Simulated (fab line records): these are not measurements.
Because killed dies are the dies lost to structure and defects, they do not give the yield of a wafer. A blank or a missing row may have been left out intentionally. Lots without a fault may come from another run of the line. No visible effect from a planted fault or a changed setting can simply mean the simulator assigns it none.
fab line records / flow berkeley_cmos170
record lots=6 wafers=18 last_day=12
route steps=331 shown M1@252 V1@254
lots untouched by any fault: they come from a run of this same line in which no faults occurred
start_h: hours from the record's first day to the start of the lot's first wafer shown / wait_h: hours since the lot's step before / " same as the row above / L1.1+2: several wafers, shown together as one row / - no value, or no start given / * or withheld: withheld / < > ~ a bound
route shown NAME@n: a module of which the file shows steps, and the number in the route of the first / usual: mean/standard deviation taken from wafers without a fault / same: alike in all rows / chamber/n: place in a boat / sites: each site's reading / _std_site: the values' standard deviation / _edge_site: the outer-site mean with the inner-site mean subtracted / radius_mm: how far each site lies from the wafer's centre / mask NAME#n: copy n / behind: the last tool/chamber to shape the wafer / hold: the reason the lot was held/the length of the hold in hours/how it ended / device: the n, p or np transistor that did not switch / end of line: the same wafers' tests at the end of the route / a step without rows: its recipe alone / killed: not the wafer's yield, but the dies lost to structure and defects at the first sort / map: per-die view of a wafer (x killed, . not killed, _ where there is no die)
set.NAME: setting as actually run; set.NAME@STEP: the setting as run at that earlier step / model.NAME: the simulator's own value behind a step, which no gauge read
lots at selected steps of the route; one table per step, one row per wafer
services: from which hour (start_h, from the record's first day; less than 0 if before it) a tool's chamber was out of use, for how many hours, and why
## steps
# step UCB170_M1_CD_MEAS_90
# recipe target_cd_nm=700
# usual cd_nm=700.3/2.1
lot.wafer=L875.2 tool=cd_sem-01 chamber=- start_h=192.98 wait_h=0.2 cd_nm=698.3
lot.wafer=L875.3 tool=cd_sem-01 chamber=- start_h=192.98 wait_h=0.2 cd_nm=697.6
lot.wafer=L875.4 tool=cd_sem-01 chamber=- start_h=192.98 wait_h=0.2 cd_nm=699.3
lot.wafer=L882.1 tool=cd_sem-01 chamber=- start_h=226.21 wait_h=0.1 cd_nm=697.6
lot.wafer=L882.3 tool=cd_sem-01 chamber=- start_h=226.21 wait_h=0.1 cd_nm=698.5
lot.wafer=L882.4 tool=cd_sem-01 chamber=- start_h=226.21 wait_h=0.1 cd_nm=700.0
lot.wafer=L889.2 tool=cd_sem-02 chamber=- start_h=256.34 wait_h=0.1 cd_nm=702.6
lot.wafer=L889.4 tool=cd_sem-02 chamber=- start_h=256.34 wait_h=0.1 cd_nm=701.7
lot.wafer=L889.5 tool=cd_sem-02 chamber=- start_h=256.34 wait_h=0.1 cd_nm=701.2
lot.wafer=L888.4 tool=cd_sem-02 chamber=- start_h=257.76 wait_h=0.2 cd_nm=698.9
lot.wafer=L888.5 tool=cd_sem-02 chamber=- start_h=257.76 wait_h=0.2 cd_nm=698.1
lot.wafer=L888.6 tool=cd_sem-02 chamber=- start_h=257.76 wait_h=0.2 cd_nm=698.6
lot.wafer=L892.1 tool=cd_sem-01 chamber=- start_h=267.52 wait_h=0.1 cd_nm=698.4
lot.wafer=L892.4 tool=cd_sem-01 chamber=- start_h=267.52 wait_h=0.1 cd_nm=702.0
lot.wafer=L892.6 tool=cd_sem-01 chamber=- start_h=267.52 wait_h=0.1 cd_nm=700.8
lot.wafer=L893.1 tool=cd_sem-02 chamber=- start_h=271.23 wait_h=0.1 cd_nm=703.0
lot.wafer=L893.2 tool=cd_sem-02 chamber=- start_h=271.23 wait_h=0.1 cd_nm=702.9
lot.wafer=L893.5 tool=cd_sem-02 chamber=- start_h=271.23 wait_h=0.1 cd_nm=701.4
# step UCB170_M1_ANNEAL_14
# recipe temp_c=400 time_s=1200 ambient=forming_gas
# step UCB170_V1_CVD_00
# recipe material=SiO2 target_thk_nm=2000 temp_c=390 precursor=TEOS/O2 time_s=250 rf_w=550 pressure_mtorr=9000
# usual heater_power_w=255/44
lot.wafer=L875.2 tool=pecvd-03 chamber=1 start_h=194.73 wait_h=0.0 heater_power_w=322
lot.wafer=L875.3 tool=pecvd-03 chamber=2 start_h=194.73 wait_h=0.0 heater_power_w=248
lot.wafer=L875.4 tool=pecvd-03 chamber=1 start_h=194.73 wait_h=0.0 heater_power_w=244
lot.wafer=L882.1 tool=pecvd-03 chamber=1 start_h=228.30 wait_h=0.0 heater_power_w=284
lot.wafer=L882.3 tool=pecvd-03 chamber=2 start_h=228.30 wait_h=0.0 heater_power_w=290
lot.wafer=L882.4 tool=pecvd-03 chamber=0 start_h=228.30 wait_h=0.0 heater_power_w=215
lot.wafer=L889.2 tool=pecvd-02 chamber=2 start_h=257.77 wait_h=0.0 heater_power_w=290
lot.wafer=L889.4 tool=pecvd-02 chamber=1 start_h=257.77 wait_h=0.0 heater_power_w=318
lot.wafer=L889.5 tool=pecvd-02 chamber=2 start_h=257.77 wait_h=0.0 heater_power_w=236
lot.wafer=L888.4 tool=pecvd-03 chamber=2 start_h=259.23 wait_h=0.1 heater_power_w=209
lot.wafer=L888.5 tool=pecvd-03 chamber=1 start_h=259.23 wait_h=0.1 heater_power_w=233
lot.wafer=L888.6 tool=pecvd-03 chamber=0 start_h=259.23 wait_h=0.1 heater_power_w=213
lot.wafer=L892.1 tool=pecvd-02 chamber=2 start_h=268.98 wait_h=0.0 heater_power_w=323
lot.wafer=L892.4 tool=pecvd-02 chamber=2 start_h=268.98 wait_h=0.0 heater_power_w=236
lot.wafer=L892.6 tool=pecvd-02 chamber=1 start_h=268.98 wait_h=0.0 heater_power_w=314
lot.wafer=L893.1 tool=pecvd-02 chamber=1 start_h=272.68 wait_h=0.0 heater_power_w=251
lot.wafer=L893.2 tool=pecvd-02 chamber=0 start_h=272.68 wait_h=0.0 heater_power_w=163
lot.wafer=L893.5 tool=pecvd-02 chamber=2 start_h=272.68 wait_h=0.0 heater_power_w=232
# step UCB170_V1_THK_MEAS_01
# recipe reads=SiO2_of_V1_CVD_00
# usual V1_TEOS_THK=2000/24
lot.wafer=L875.2 tool=film_metro-03 chamber=- start_h=194.90 wait_h=0.1 V1_TEOS_THK[nm]=1990
lot.wafer=L875.3 tool=film_metro-03 chamber=- start_h=194.90 wait_h=0.1 V1_TEOS_THK[nm]=1988
lot.wafer=L875.4 tool=film_metro-03 chamber=- start_h=194.90 wait_h=0.1 V1_TEOS_THK[nm]=2040
lot.wafer=L882.1 tool=film_metro-01 chamber=- start_h=228.46 wait_h=0.1 V1_TEOS_THK[nm]=1971
lot.wafer=L882.3 tool=film_metro-01 chamber=- start_h=228.46 wait_h=0.1 V1_TEOS_THK[nm]=1988
lot.wafer=L882.4 tool=film_metro-01 chamber=- start_h=228.46 wait_h=0.1 V1_TEOS_THK[nm]=1991
lot.wafer=L889.2 tool=film_metro-04 chamber=- start_h=257.94 wait_h=0.1 V1_TEOS_THK[nm]=1991
lot.wafer=L889.4 tool=film_metro-04 chamber=- start_h=257.94 wait_h=0.1 V1_TEOS_THK[nm]=2032
lot.wafer=L889.5 tool=film_metro-04 chamber=- start_h=257.94 wait_h=0.1 V1_TEOS_THK[nm]=2030
lot.wafer=L888.4 tool=film_metro-04 chamber=- start_h=259.34 wait_h=0.0 V1_TEOS_THK[nm]=2049
lot.wafer=L888.5 tool=film_metro-04 chamber=- start_h=259.34 wait_h=0.0 V1_TEOS_THK[nm]=2029
lot.wafer=L888.6 tool=film_metro-04 chamber=- start_h=259.34 wait_h=0.0 V1_TEOS_THK[nm]=2034
lot.wafer=L892.1 tool=film_metro-04 chamber=- start_h=269.13 wait_h=0.1 V1_TEOS_THK[nm]=2007
lot.wafer=L892.4 tool=film_metro-04 chamber=- start_h=269.13 wait_h=0.1 V1_TEOS_THK[nm]=2032
lot.wafer=L892.6 tool=film_metro-04 chamber=- start_h=269.13 wait_h=0.1 V1_TEOS_THK[nm]=2032
lot.wafer=L893.1 tool=film_metro-01 chamber=- start_h=272.84 wait_h=0.1 V1_TEOS_THK[nm]=1995
lot.wafer=L893.2 tool=film_metro-01 chamber=- start_h=272.84 wait_h=0.1 V1_TEOS_THK[nm]=1995
lot.wafer=L893.5 tool=film_metro-01 chamber=- start_h=272.84 wait_h=0.1 V1_TEOS_THK[nm]=2025
# step UCB170_V1_CMP_02
# recipe material=SiO2 down_force_psi=6 platen_rpm=60 pad_velocity_m_s=0.75398
# usual motor_current_A=16.2/1.6 platen_rpm=60.00/0.04
lot.wafer=L875.4 tool=cmp-01 chamber=1 start_h=194.95 wait_h=0.0 motor_current_A=16.4 platen_rpm=60.02
lot.wafer=L875.3 tool=cmp-01 chamber=2 start_h=194.95 wait_h=0.0 motor_current_A=14.4 platen_rpm=60.00
lot.wafer=L875.2 tool=cmp-01 chamber=0 start_h=194.95 wait_h=0.0 motor_current_A=17.8 platen_rpm=60.03
lot.wafer=L882.1 tool=cmp-02 chamber=2 start_h=228.52 wait_h=0.1 motor_current_A=15.3 platen_rpm=59.99
lot.wafer=L882.4 tool=cmp-02 chamber=3 start_h=228.52 wait_h=0.1 motor_current_A=17.3 platen_rpm=59.94
lot.wafer=L882.3 tool=cmp-02 chamber=0 start_h=228.52 wait_h=0.1 motor_current_A=14.5 platen_rpm=59.99
lot.wafer=L889.2 tool=cmp-02 chamber=0 start_h=258.04 wait_h=0.1 motor_current_A=14.1 platen_rpm=59.95
lot.wafer=L889.4 tool=cmp-02 chamber=1 start_h=258.04 wait_h=0.1 motor_current_A=15.4 platen_rpm=59.98
lot.wafer=L889.5 tool=cmp-02 chamber=0 start_h=258.04 wait_h=0.1 motor_current_A=14.9 platen_rpm=59.98
lot.wafer=L888.4 tool=cmp-01 chamber=0 start_h=259.52 wait_h=0.2 motor_current_A=17.6 platen_rpm=60.08
lot.wafer=L888.5 tool=cmp-01 chamber=1 start_h=259.52 wait_h=0.2 motor_current_A=16.2 platen_rpm=59.95
lot.wafer=L888.6 tool=cmp-01 chamber=2 start_h=259.52 wait_h=0.2 motor_current_A=13.6 platen_rpm=59.98
lot.wafer=L892.1 tool=cmp-02 chamber=0 start_h=269.29 wait_h=0.1 motor_current_A=13.5 platen_rpm=59.99
lot.wafer=L892.4 tool=cmp-02 chamber=1 start_h=269.29 wait_h=0.1 motor_current_A=16.2 platen_rpm=60.03
lot.wafer=L892.6 tool=cmp-02 chamber=3 start_h=269.29 wait_h=0.1 motor_current_A=18.1 platen_rpm=60.01
lot.wafer=L893.1 tool=cmp-02 chamber=1 start_h=272.90 wait_h=0.1 motor_current_A=15.7 platen_rpm=59.96
lot.wafer=L893.2 tool=cmp-02 chamber=2 start_h=272.90 wait_h=0.1 motor_current_A=15.6 platen_rpm=60.01
lot.wafer=L893.5 tool=cmp-02 chamber=1 start_h=272.90 wait_h=0.1 motor_current_A=15.6 platen_rpm=60.04
# step UCB170_V1_BOW_MEAS_03
# recipe mode=bow
# usual V1_BOW=19/6.7
lot.wafer=L875.2 tool=film_metro-01 chamber=- start_h=195.27 wait_h=0.1 V1_BOW[um]=13
lot.wafer=L875.3 tool=film_metro-01 chamber=- start_h=195.27 wait_h=0.1 V1_BOW[um]=5
lot.wafer=L875.4 tool=film_metro-01 chamber=- start_h=195.27 wait_h=0.1 V1_BOW[um]=9
lot.wafer=L882.1 tool=film_metro-04 chamber=- start_h=228.82 wait_h=0.2 V1_BOW[um]=31
lot.wafer=L882.3 tool=film_metro-04 chamber=- start_h=228.82 wait_h=0.2 V1_BOW[um]=26
lot.wafer=L882.4 tool=film_metro-04 chamber=- start_h=228.82 wait_h=0.2 V1_BOW[um]=21
lot.wafer=L889.2 tool=film_metro-04 chamber=- start_h=258.31 wait_h=0.2 V1_BOW[um]=9
lot.wafer=L889.4 tool=film_metro-04 chamber=- start_h=258.31 wait_h=0.2 V1_BOW[um]=9
lot.wafer=L889.5 tool=film_metro-04 chamber=- start_h=258.31 wait_h=0.2 V1_BOW[um]=11
lot.wafer=L888.4 tool=film_metro-03 chamber=- start_h=259.73 wait_h=0.2 V1_BOW[um]=15
lot.wafer=L888.5 tool=film_metro-03 chamber=- start_h=259.73 wait_h=0.2 V1_BOW[um]=8
lot.wafer=L888.6 tool=film_metro-03 chamber=- start_h=259.73 wait_h=0.2 V1_BOW[um]=16
lot.wafer=L892.1 tool=film_metro-03 chamber=- start_h=269.49 wait_h=0.1 V1_BOW[um]=32
lot.wafer=L892.4 tool=film_metro-03 chamber=- start_h=269.49 wait_h=0.1 V1_BOW[um]=17
lot.wafer=L892.6 tool=film_metro-03 chamber=- start_h=269.49 wait_h=0.1 V1_BOW[um]=8
lot.wafer=L893.1 tool=film_metro-03 chamber=- start_h=273.20 wait_h=0.2 V1_BOW[um]=31
lot.wafer=L893.2 tool=film_metro-03 chamber=- start_h=273.20 wait_h=0.2 V1_BOW[um]=15
lot.wafer=L893.5 tool=film_metro-03 chamber=- start_h=273.20 wait_h=0.2 V1_BOW[um]=12
# step UCB170_V1_THK_MEAS_04
# recipe reads=SiO2_of_V1_CVD_00
# usual V1_POLISHED_THK=1000.2/1.2
lot.wafer=L875.2 tool=film_metro-01 chamber=- start_h=195.38 wait_h=0.1 V1_POLISHED_THK[nm]=998.8
lot.wafer=L875.3 tool=film_metro-01 chamber=- start_h=195.38 wait_h=0.1 V1_POLISHED_THK[nm]=999.3
lot.wafer=L875.4 tool=film_metro-01 chamber=- start_h=195.38 wait_h=0.1 V1_POLISHED_THK[nm]=999.5
lot.wafer=L882.1 tool=film_metro-04 chamber=- start_h=228.94 wait_h=0.1 V1_POLISHED_THK[nm]=998.3
lot.wafer=L882.3 tool=film_metro-04 chamber=- start_h=228.94 wait_h=0.1 V1_POLISHED_THK[nm]=999.3
lot.wafer=L882.4 tool=film_metro-04 chamber=- start_h=228.94 wait_h=0.1 V1_POLISHED_THK[nm]=1000.1
lot.wafer=L889.2 tool=film_metro-04 chamber=- start_h=258.42 wait_h=0.1 V1_POLISHED_THK[nm]=1001.1
lot.wafer=L889.4 tool=film_metro-04 chamber=- start_h=258.42 wait_h=0.1 V1_POLISHED_THK[nm]=1000.8
lot.wafer=L889.5 tool=film_metro-04 chamber=- start_h=258.42 wait_h=0.1 V1_POLISHED_THK[nm]=999.6
lot.wafer=L888.4 tool=film_metro-03 chamber=- start_h=259.82 wait_h=0.1 V1_POLISHED_THK[nm]=1000.2
lot.wafer=L888.5 tool=film_metro-03 chamber=- start_h=259.82 wait_h=0.1 V1_POLISHED_THK[nm]=1001.6
lot.wafer=L888.6 tool=film_metro-03 chamber=- start_h=259.82 wait_h=0.1 V1_POLISHED_THK[nm]=1000.9
lot.wafer=L892.1 tool=film_metro-03 chamber=- start_h=269.61 wait_h=0.1 V1_POLISHED_THK[nm]=1001.4
lot.wafer=L892.4 tool=film_metro-03 chamber=- start_h=269.61 wait_h=0.1 V1_POLISHED_THK[nm]=1001.5
lot.wafer=L892.6 tool=film_metro-03 chamber=- start_h=269.61 wait_h=0.1 V1_POLISHED_THK[nm]=1000.5
lot.wafer=L893.1 tool=film_metro-03 chamber=- start_h=273.32 wait_h=0.1 V1_POLISHED_THK[nm]=999.4
lot.wafer=L893.2 tool=film_metro-03 chamber=- start_h=273.32 wait_h=0.1 V1_POLISHED_THK[nm]=998.5
lot.wafer=L893.5 tool=film_metro-03 chamber=- start_h=273.32 wait_h=0.1 V1_POLISHED_THK[nm]=1000.4
# step UCB170_V1_CLEAN_05
# recipe chemistry=DIW
# step UCB170_V1_HMDS_06
# recipe prime_time_s=60 prime_temp_c=100
# step UCB170_V1_COAT_07
# recipe resist=KrF spin_rpm=1500 resist_thk_nm=900
# step UCB170_V1_SOFTBAKE_08
# recipe resist=KrF temp_c=130 time_s=60
# step UCB170_V1_EXPOSE_09
# recipe mask_id=VIA1 target_cd_nm=700 na=0.5 sigma_outer=0.6 source_shape=conventional dose_mj=37
# step UCB170_V1_PEB_10
# recipe peb_temp_c=130 peb_time_s=withheld resist=KrF
# usual chill_plate_temp_C=23.00/0.11 exhaust_pa=45.1/0.88
lot.wafer=L875.2 tool=litho_track-01 chamber=0 start_h=196.34 wait_h=0.1 chill_plate_temp_C=23.03 exhaust_pa=44.4
lot.wafer=L875.3 tool=litho_track-01 chamber=0 start_h=196.34 wait_h=0.1 chill_plate_temp_C=23.00 exhaust_pa=45.5
lot.wafer=L875.4 tool=litho_track-01 chamber=0 start_h=196.34 wait_h=0.1 chill_plate_temp_C=22.90 exhaust_pa=45.3
lot.wafer=L882.1 tool=litho_track-01 chamber=0 start_h=232.52 wait_h=1.0 chill_plate_temp_C=22.96 exhaust_pa=45.1
lot.wafer=L882.3 tool=litho_track-01 chamber=0 start_h=232.52 wait_h=1.0 chill_plate_temp_C=22.93 exhaust_pa=45.1
lot.wafer=L882.4 tool=litho_track-01 chamber=0 start_h=232.52 wait_h=1.0 chill_plate_temp_C=23.12 exhaust_pa=45.3
lot.wafer=L889.2 tool=litho_track-01 chamber=- start_h=259.59 wait_h=0.1 chill_plate_temp_C=- exhaust_pa=-
lot.wafer=L889.4 tool=litho_track-01 chamber=- start_h=259.59 wait_h=0.1 chill_plate_temp_C=- exhaust_pa=-
lot.wafer=L889.5 tool=litho_track-01 chamber=- start_h=259.59 wait_h=0.1 chill_plate_temp_C=- exhaust_pa=-
lot.wafer=L888.4 tool=litho_track-01 chamber=- start_h=261.06 wait_h=0.1 chill_plate_temp_C=- exhaust_pa=-
lot.wafer=L888.5 tool=litho_track-01 chamber=- start_h=261.06 wait_h=0.1 chill_plate_temp_C=- exhaust_pa=-
lot.wafer=L888.6 tool=litho_track-01 chamber=- start_h=261.06 wait_h=0.1 chill_plate_temp_C=- exhaust_pa=-
lot.wafer=L892.1 tool=litho_track-04 chamber=0 start_h=272.07 wait_h=0.6 chill_plate_temp_C=22.95 exhaust_pa=44.8
lot.wafer=L892.4 tool=litho_track-04 chamber=0 start_h=272.07 wait_h=0.6 chill_plate_temp_C=22.96 exhaust_pa=44.8
lot.wafer=L892.6 tool=litho_track-04 chamber=0 start_h=272.07 wait_h=0.6 chill_plate_temp_C=22.85 exhaust_pa=43.7
lot.wafer=L893.1 tool=litho_track-02 chamber=0 start_h=274.37 wait_h=0.1 chill_plate_temp_C=22.96 exhaust_pa=43.6
lot.wafer=L893.2 tool=litho_track-02 chamber=0 start_h=274.37 wait_h=0.1 chill_plate_temp_C=22.86 exhaust_pa=45.0
lot.wafer=L893.5 tool=litho_track-02 chamber=0 start_h=274.37 wait_h=0.1 chill_plate_temp_C=22.92 exhaust_pa=44.4
# step UCB170_V1_DEVELOP_11
# recipe developer=TMAH develop_time_s=45 resist=KrF dev_temp_c=21
## services
tool=pecvd-03 chamber=- start_h=200.70 hours=6.0 kind=pm
tool=pecvd-03 chamber=- start_h=210.88 hours=2.8 kind=pm
tool=pecvd-02 chamber=- start_h=219.58 hours=4.3 kind=pm
tool=cmp-02 chamber=- start_h=232.00 hours=4.0 kind=pm
tool=cmp-02 chamber=- start_h=236.00 hours=- kind=consumable_replace:conditioner
tool=cmp-02 chamber=- start_h=236.00 hours=- kind=consumable_replace:pad
tool=pecvd-02 chamber=- start_h=237.11 hours=0.8 kind=pm
tool=cmp-01 chamber=- start_h=273.10 hours=2.2 kind=repair
## key
first_sign step=UCB170_V1_PEB_10 reading=tool_record direction=missing
effect none on later readings
met_at UCB170_V1_PEB_10
struck_wafers L888.4,L888.5,L888.6,L889.2,L889.4,L889.5
later_rows_left_out L888.4,L888.5,L888.6,L889.2,L889.4,L889.5
sort_left_out L888.4,L888.5,L888.6,L889.2,L889.4,L889.5
onset_between 232.52 259.59
fault kind=skipped_step_whole tool=litho_track-01 chamber=- onset_h=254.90 steps=UCB170_V1_PEB_10 scope=struck_lots_only
# sort_left_out: the simulated sort isn't trusted on such a fault, so these wafers' sort isn't shown, and their yield isn't known
# later_rows_left_out: the simulator's readings of these wafers behind a module that went badly wrong aren't trusted and aren't shown, but for the sort
